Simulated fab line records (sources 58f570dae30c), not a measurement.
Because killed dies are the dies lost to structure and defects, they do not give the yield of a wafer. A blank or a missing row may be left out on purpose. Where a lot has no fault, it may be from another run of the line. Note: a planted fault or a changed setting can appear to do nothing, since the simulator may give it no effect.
fab line records    flow berkeley_cmos170
record: lots: 14  wafers: 42  last_day: 12
route steps=331 shown ZERO@12 PSD@182 M2@288 V2@302
lots that met no fault: from a run of the same line without faults
start_h: hours from the record's first day to the start of the lot's first wafer shown    wait_h: time in hours since the lot's previous step    " as in the row above    L1.1+2: a single row standing in for several wafers    - either no value or no given start    * or withheld: withheld    < > ~ a bound
route shown NAME@n: NAME is a module with steps in the file, n the number in the route of the first one    usual: average and standard deviation across the fault-free wafers    same: alike in all rows    chamber/n: place in a boat    sites: each site's reading    _std_site: their standard deviation    _edge_site: mean of outer sites minus mean of inner sites    radius_mm: for every site, how far away it sits from the centre of the wafer    mask NAME#n: copy n    behind: the most recent tool/chamber to have shaped the wafer    hold: why the lot went on hold/how many hours it stayed there/how the hold came to an end    device: which transistor (n, p or np) failed to switch    end of line: the same wafers' tests at the end of the route    a step given without rows: its recipe and nothing more    killed: not the wafer's yield, but the dies lost to structure and defects at the first sort    map: shows each die of a wafer: x if killed, . if not, _ if none is there
set.NAME: the run value of the setting; set.NAME@STEP: its run value at that earlier step    model.NAME: the simulator's own value behind a step, which no gauge read
steps of the route over a sample of lots; a table a step, a row a wafer
services: the hour from which a tool's chamber was out of use, counted from the record's first day as start_h (under 0 if before that day), plus the number of hours and why
== steps ==
step: UCB170_ZERO_ETCH_06
recipe: chemistry: CHF3/CF4/Ar  target: SiO2  time_s: 12  pressure_mtorr: 100  rf_w: 500  CHF3_flow_sccm: 50  cf4_flow_sccm: 10  Ar_flow_sccm: 120  over_etch_frac: 1.58
usual: drypump_motor_current_A: 5.7/0.5  oes_product_au: 0.622/0.0083  rf_fwd_power_W: 490.9/2.6  throttle_valve_pct: 9.28/0.12
lot.wafer  tool         chamber  start_h  wait_h  drypump_motor_current_A  oes_product_au  rf_fwd_power_W  rf_hours_counter_h  throttle_valve_pct
L859.3     rie_diel-03  0        18.30    -       6.0                      0.622           488.1           50                  9.16
L859.4     "            3        "        "       4.8                      0.623           493.2           151                 9.45
L859.6     "            3        "        "       4.8                      0.625           494.3           -                   9.44
L861.1     rie_diel-04  3        31.61    -       5.8                      0.622           489.3           45                  9.15
L861.2     "            2        "        "       5.1                      0.622           491.1           60                  9.27
L861.6     "            0        "        "       5.7                      0.615           489.8           -                   9.20
L862.1     rie_diel-04  2        37.18    -       5.0                      0.619           491.3           60                  9.25
L862.2     "            1        "        "       6.1                      0.621           493.9           14                  9.51
L862.6     "            0        "        "       5.7                      0.613           491.4           -                   9.19
L863.1     rie_diel-04  2        41.67    -       5.0                      0.616           490.8           60                  9.26
L863.3     "            3        "        "       5.8                      0.628           493.8           46                  9.14
L863.6     "            0        "        "       5.7                      0.621           487.9           -                   9.20
L864.1     rie_diel-03  2        44.51    -       5.8                      0.635           485.8           13                  9.28
L864.4     "            3        "        "       4.9                      0.620           491.0           153                 9.45
L864.5     "            1        "        "       6.5                      0.621           496.2           -                   9.28
L868.2     rie_diel-04  0        66.62    -       5.7                      0.619           490.6           82                  9.20
L868.3     "            3        "        "       5.8                      0.625           492.1           47                  9.16
L868.5     "            2        "        "       5.1                      0.614           490.1           -                   9.27
L870.2     rie_diel-02  2        78.67    -       6.0                      0.607           486.5           130                 9.26
L870.3     "            0        "        "       5.8                      0.626           490.3           5                   9.26
L870.4     "            3        "        "       4.8                      0.609           492.9           61                  9.32
L871.3     rie_diel-04  0        78.75    -       5.7                      0.618           492.1           83                  9.19
L871.5     "            2        "        "       5.0                      0.613           487.0           -                   9.26
L871.6     "            3        "        "       5.8                      0.623           493.7           -                   9.16
L872.1     rie_diel-04  1        84.91    -       6.1                      0.618           490.7           16                  9.49
L872.2     "            0        "        "       5.7                      0.623           488.1           83                  9.19
L872.3     "            3        "        "       5.8                      0.625           493.1           48                  9.16
L874.1     rie_diel-03  1        97.60    -       6.5                      0.609           492.0           33                  9.28
L874.2     "            3        "        "       4.9                      0.619           492.0           155                 9.44
L874.4     "            0        "        "       6.0                      0.625           486.3           54                  9.14
L877.1     rie_diel-04  1        107.67   -       6.1                      0.624           493.9           18                  9.51
L877.2     "            3        "        "       5.8                      0.630           493.4           49                  9.15
L877.6     "            2        "        "       5.1                      0.613           489.9           -                   9.26
L878.1     rie_diel-04  0        112.06   -       5.7                      0.627           491.5           84                  9.19
L878.3     "            2        "        "       5.1                      0.612           489.8           63                  9.24
L878.4     "            3        "        "       5.8                      0.628           492.2           49                  9.15
L881.3     rie_diel-04  0        129.87   -       5.7                      0.617           489.1           85                  9.19
L881.5     "            1        "        "       6.1                      0.617           493.7           -                   9.47
L881.6     "            0        "        "       5.7                      0.623           489.5           -                   9.18
L882.3     rie_diel-03  0        137.27   -       6.0                      0.628           487.3           56                  9.14
L882.5     "            1        "        "       6.5                      0.612           495.9           -                   9.26
L882.6     "            0        "        "       6.0                      0.632           487.2           -                   9.15
step: UCB170_PSD_OVL_MEAS_07
usual: PSD_OVL: 2/5.8
lot.wafer  tool        chamber  start_h  wait_h  PSD_OVL[nm]
L859.3     overlay-02  -        136.68   0.1     1
L859.4     "           -        "        "       6
L859.6     "           -        "        "       5
L861.1     overlay-01  -        136.90   0.1     17
L861.2     "           -        "        "       7
L861.6     "           -        "        "       11
L862.1     overlay-02  -        145.07   0.1     0
L862.2     "           -        "        "       -1
L862.6     "           -        "        "       -5
L864.1     overlay-01  -        155.33   0.1     -4
L864.4     "           -        "        "       2
L864.5     "           -        "        "       -8
L863.1     overlay-01  -        155.63   0.1     9
L863.3     "           -        "        "       1
L863.6     "           -        "        "       10
L871.3     overlay-02  -        182.04   0.1     -3
L871.5     "           -        "        "       -3
L871.6     "           -        "        "       3
L868.2     overlay-02  -        182.84   0.1     1
L868.3     "           -        "        "       -8
L868.5     "           -        "        "       -6
L870.2     overlay-02  -        182.96   0.1     7
L870.3     "           -        "        "       -2
L870.4     "           -        "        "       4
L872.1     overlay-02  -        204.86   0.1     -5
L872.2     "           -        "        "       3
L872.3     "           -        "        "       -2
L874.1     overlay-02  -        209.16   0.1     4
L874.2     "           -        "        "       16
L874.4     "           -        "        "       16
L878.1     overlay-02  -        222.78   0.1     2
L878.3     "           -        "        "       5
L878.4     "           -        "        "       -3
L877.1     overlay-01  -        222.91   0.1     2
L877.2     "           -        "        "       7
L877.6     "           -        "        "       2
L881.3     overlay-01  -        238.25   0.1     7
L881.5     "           -        "        "       3
L881.6     "           -        "        "       -1
L882.3     overlay-02  -        243.32   0.1     9
L882.5     "           -        "        "       7
L882.6     "           -        "        "       -5
step: UCB170_M2_ETCH_17
recipe: chemistry: N2/H2  target_depth_a: withheld  overetch_a: withheld  target: BARC  time_s: withheld  source_w: 500  bias_w: 100  pressure_mtorr: 30  n2_flow_sccm: 100  h2_flow_sccm: 200
usual: drypump_motor_current_A: 5.7/0.52  oes_product_au: 1.001/0.02  rf_fwd_power_W: 494.1/2.3  throttle_valve_pct: 13.35/0.18
lot.wafer  tool         chamber  start_h  wait_h  drypump_motor_current_A  oes_product_au  rf_fwd_power_W  throttle_valve_pct
L859.3     rie_diel-03  1        157.97   0.0     6.5                      0.980           498.9           13.38
L859.4     "            2        "        "       5.8                      1.008           492.0           13.36
L859.6     "            0        "        "       6.0                      1.047           489.9           13.13
L861.1     rie_diel-02  0        158.66   0.0     5.8                      0.997           497.0           13.24
L861.2     "            3        "        "       4.8                      0.986           496.0           13.31
L861.6     "            0        "        "       5.8                      1.012           494.5           13.24
L862.1     rie_diel-03  1        167.10   0.0     6.5                      0.972           494.9           13.38
L862.2     "            2        "        "       5.9                      1.008           495.4           13.36
L862.6     "            1        "        "       6.5                      0.967           495.2           13.38
L863.1     rie_diel-01  0        176.74   0.0     5.3                      1.004           494.6           13.34
L863.3     "            3        "        "       5.2                      0.991           493.2           12.97
L863.6     "            1        "        "       5.2                      0.979           494.3           13.54
L864.1     rie_diel-02  0        177.09   0.0     5.8                      1.008           495.2           13.23
L864.4     "            3        "        "       4.9                      0.993           498.0           13.31
L864.5     "            0        "        "       5.8                      1.001           494.8           13.24
L871.3     rie_diel-03  3        201.29   0.0     4.8                      1.025           495.2           13.54
L871.5     "            0        "        "       6.0                      1.038           493.5           13.15
L871.6     "            3        "        "       4.8                      1.029           493.8           13.54
L870.2     rie_diel-01  1        204.25   0.0     5.3                      0.959           494.1           13.54
L870.3     "            2        "        "       5.5                      0.984           489.8           13.74
L870.4     "            3        "        "       5.2                      0.996           493.4           12.97
L868.2     rie_diel-02  3        204.55   0.0     4.9                      0.983           497.9           13.33
L868.3     "            0        "        "       5.8                      1.003           496.5           13.23
L868.5     "            1        "        "       6.2                      1.013           492.3           13.39
L872.1     rie_diel-02  3        227.22   0.0     4.9                      0.980           495.3           13.32
L872.2     "            1        "        "       6.2                      1.008           493.3           13.41
L872.3     "            2        "        "       6.0                      0.980           489.3           13.38
L874.1     rie_diel-02  3        227.49   0.0     4.9                      0.986           497.0           13.31
L874.2     "            1        "        "       6.2                      1.014           495.7           13.39
L874.4     "            2        "        "       5.9                      0.997           491.1           13.40
L877.1     rie_diel-03  2        243.02   0.0     5.8                      1.013           491.9           13.38
L877.2     "            1        "        "       6.5                      0.981           497.7           13.38
L877.6     "            3        "        "       4.9                      1.031           495.6           13.53
L878.1     rie_diel-01  3        243.30   0.0     5.2                      1.002           493.7           12.98
L878.3     "            0        "        "       5.4                      1.011           494.8           13.34
L878.4     "            3        "        "       5.2                      0.998           491.2           12.98
L881.3     rie_diel-02  0        263.27   0.0     5.8                      1.001           496.2           13.23
L881.5     "            0        "        "       5.8                      0.995           495.8           13.23
L881.6     "            1        "        "       6.2                      1.005           495.6           13.42
L882.3     rie_diel-01  2        269.79   0.0     5.5                      0.999           494.6           13.76
L882.5     "            0        "        "       5.4                      0.996           496.3           13.33
L882.6     "            3        "        "       5.1                      0.986           493.6           13.00
step: UCB170_V2_PEB_10
recipe: peb_temp_c: 130  peb_time_s: withheld  resist: KrF
usual: chill_plate_temp_C: 23.00/0.1  exhaust_pa: 44.9/0.9
lot.wafer  tool            chamber  start_h  wait_h  chill_plate_temp_C  exhaust_pa
L859.3     litho_track-04  0        160.69   0.5     23.01               44.2
L859.4     "               0        "        "       23.07               45.2
L859.6     "               0        "        "       22.99               46.0
L861.1     litho_track-04  0        160.91   0.2     22.95               45.0
L861.2     "               0        "        "       23.05               46.0
L861.6     "               0        "        "       22.87               43.8
L862.1     litho_track-03  0        169.02   0.1     23.14               45.2
L862.2     "               0        "        "       23.12               44.5
L862.6     "               0        "        "       22.92               45.7
L863.1     litho_track-03  0        178.75   0.1     23.03               45.7
L863.3     "               0        "        "       23.17               44.1
L863.6     "               0        "        "       22.99               44.6
L864.1     litho_track-01  0        179.12   0.1     23.09               44.4
L864.4     "               0        "        "       22.92               44.7
L864.5     "               0        "        "       22.99               43.9
L871.3     litho_track-03  0        203.60   0.1     23.11               44.1
L871.5     "               0        "        "       23.11               43.9
L871.6     "               0        "        "       22.99               43.8
L870.2     litho_track-01  0        206.47   0.1     22.98               46.9
L870.3     "               0        "        "       22.93               43.2
L870.4     "               0        "        "       23.03               45.3
L868.2     litho_track-01  0        206.87   0.1     23.04               43.7
L868.3     "               0        "        "       23.01               45.5
L868.5     "               0        "        "       23.10               44.3
L872.1     litho_track-03  0        229.45   0.4     22.83               44.4
L872.2     "               0        "        "       23.11               44.4
L872.3     "               0        "        "       23.03               44.4
L874.1     litho_track-03  0        229.72   0.1     23.03               46.1
L874.2     "               0        "        "       23.04               47.2
L874.4     "               0        "        "       23.11               44.7
L877.1     litho_track-01  -        245.62   0.3     -                   -
L877.2     "               -        "        "       -                   -
L877.6     "               -        "        "       -                   -
L878.1     litho_track-04  -        246.07   0.3     -                   -
L878.3     "               -        "        "       -                   -
L878.4     "               -        "        "       -                   -
L881.3     litho_track-01  0        265.85   0.1     22.92               45.0
L881.5     "               0        "        "       22.61               43.5
L881.6     "               0        "        "       22.82               45.3
L882.3     litho_track-01  0        272.28   0.3     23.11               46.6
L882.5     "               0        "        "       23.09               45.6
L882.6     "               0        "        "       23.13               45.9
== services ==
tool         chamber  start_h  hours  kind
rie_diel-03  1        33.84    6.9    repair
rie_diel-01  2        44.06    39.9   repair
rie_diel-04  3        55.75    3.2    repair
rie_diel-03  0        65.48    2.7    repair
rie_diel-03  3        83.00    8.1    repair
rie_diel-04  0        99.46    3.9    repair
rie_diel-04  0        107.38   2.4    repair
rie_diel-02  1        133.62   10.8   repair
rie_diel-02  0        136.84   6.1    repair
rie_diel-04  -        137.02   4.4    repair
rie_diel-03  3        148.69   -      clean
rie_diel-03  3        148.69   11.9   scheduled_down
rie_diel-03  3        148.69   11.9   vent_cycle
rie_diel-01  2        154.80   5.4    repair
rie_diel-02  0        163.90   10.1   repair
rie_diel-02  1        174.02   -      clean
rie_diel-02  1        174.02   15.3   scheduled_down
rie_diel-02  1        174.02   15.3   vent_cycle
rie_diel-03  0        186.01   11.6   repair
rie_diel-03  1        196.70   5.2    repair
rie_diel-04  0        201.47   4.6    repair
rie_diel-01  -        225.19   2.8    pm
rie_diel-03  -        226.81   4.3    pm
rie_diel-04  0        262.42   2.7    repair
== key ==
first_sign: step: UCB170_V2_PEB_10  reading: tool_record  direction: missing
effect none on later readings
met_at UCB170_V2_PEB_10
struck_lots L877,L878
later_rows_left_out L877.1,L877.2,L877.6,L878.1,L878.3,L878.4
sort_left_out L877.1,L877.2,L877.6,L878.1,L878.3,L878.4
not_acting_at UCB170_ZERO_ETCH_06,UCB170_PSD_OVL_MEAS_07,UCB170_M2_ETCH_17
onset_between 206.87 245.62
fault: kind: skipped_step_whole  tool: litho_track-01,litho_track-04  chamber: -  onset_h: 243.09  steps: UCB170_V2_PEB_10  scope: struck_lots_only
sort_left_out: the simulated sort isn't trusted on such a fault, so these wafers' sort isn't shown, and their yield isn't known
later_rows_left_out: the simulator's readings of these wafers behind a module that went badly wrong aren't trusted and aren't shown, but for the sort
